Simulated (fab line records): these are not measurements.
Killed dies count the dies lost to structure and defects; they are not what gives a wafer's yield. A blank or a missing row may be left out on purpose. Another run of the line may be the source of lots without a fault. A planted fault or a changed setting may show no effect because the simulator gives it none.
Code-filled problem report in 8D (eight disciplines) form | flow rit_cmos | the parts of the form that need people (team, actions taken, sign-off) are left out

## 1. WHAT WENT WRONG
tilt_deg at RIT_PRETRO_IMPLANT_08 reads a mean of 6.752 degrees on 6 wafers of 2 lots; wafers without a fault read 7.001 degrees with a standard deviation of 0.019. Measured from the usual mean, that is -13 standard deviations.
First observed at day 3 09:38: wafer L694.2, on implanter-04. The record holds 42 wafers of 14 lots with a number at this step. Rule for "out" (also "out of limits"): further than 4 standard deviations from the usual mean. Any other wafer with a number is counted as sound.

## 2. WHAT IT IS; WHAT IT IS NOT
question                    | is                     | is not
which readings at this step | tilt_deg               | beam_on_s
which lots                  | L694, L698             | L689, L690, L691, L692, L695, L702, L706, L707, L708, L710, L711, L712
which wafers of those lots  | all that have a number | -
read on which tools         | implanter-04           | implanter-01, implanter-02
when                        | from day 3 09:38       | up to then (12 sound wafers); but 24 sound wafers of L695, L702, L706, L707, L708, L710, L711, L712 came after

## 3. SUSPECTS, AND WHAT RULES EACH OUT
Counting: a tool at a process step up to the reading stays a suspect if it ran every lot that is out and no sound lot after the first of them.
- implanter-04 at RIT_PRETRO_IMPLANT_08: ruled out as a lasting fault. After its first lot that is out, L694 (day 3 09:38), sound lots L712 ran on it.
Left after counting: nothing in the record.

## 4. THE CAUSE (what the simulator had put in)
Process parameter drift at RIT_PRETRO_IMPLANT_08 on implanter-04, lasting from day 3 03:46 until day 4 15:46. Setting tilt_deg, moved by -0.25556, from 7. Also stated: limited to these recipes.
Counting ruled it out, wrongly.

## 5. THE EFFECT CHAIN, in route order
One row per reading whose mean, taken over the struck wafers that have a number, lies over 3 standard deviations from the usual. Readings are gone through only where the record gives a usual standard deviation; hours: the median, over the lots, of the time from a lot's start at the first step in this table giving one to that lot's start at this step; sigmas: the change measured in usual standard deviations.
hours | step                  | reading  | usual         | on struck wafers | change | sigmas
0     | RIT_PRETRO_IMPLANT_08 | tilt_deg | 7.001 degrees | 6.752            | -0.249 | -13
The process steps in it:
- RIT_PRETRO_IMPLANT_08

## 6. HOW IT WOULD HAVE BEEN CAUGHT EARLIER
In this record the first reading out of limits was taken at day 3 09:38, 6 hours after the fault began at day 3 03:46.
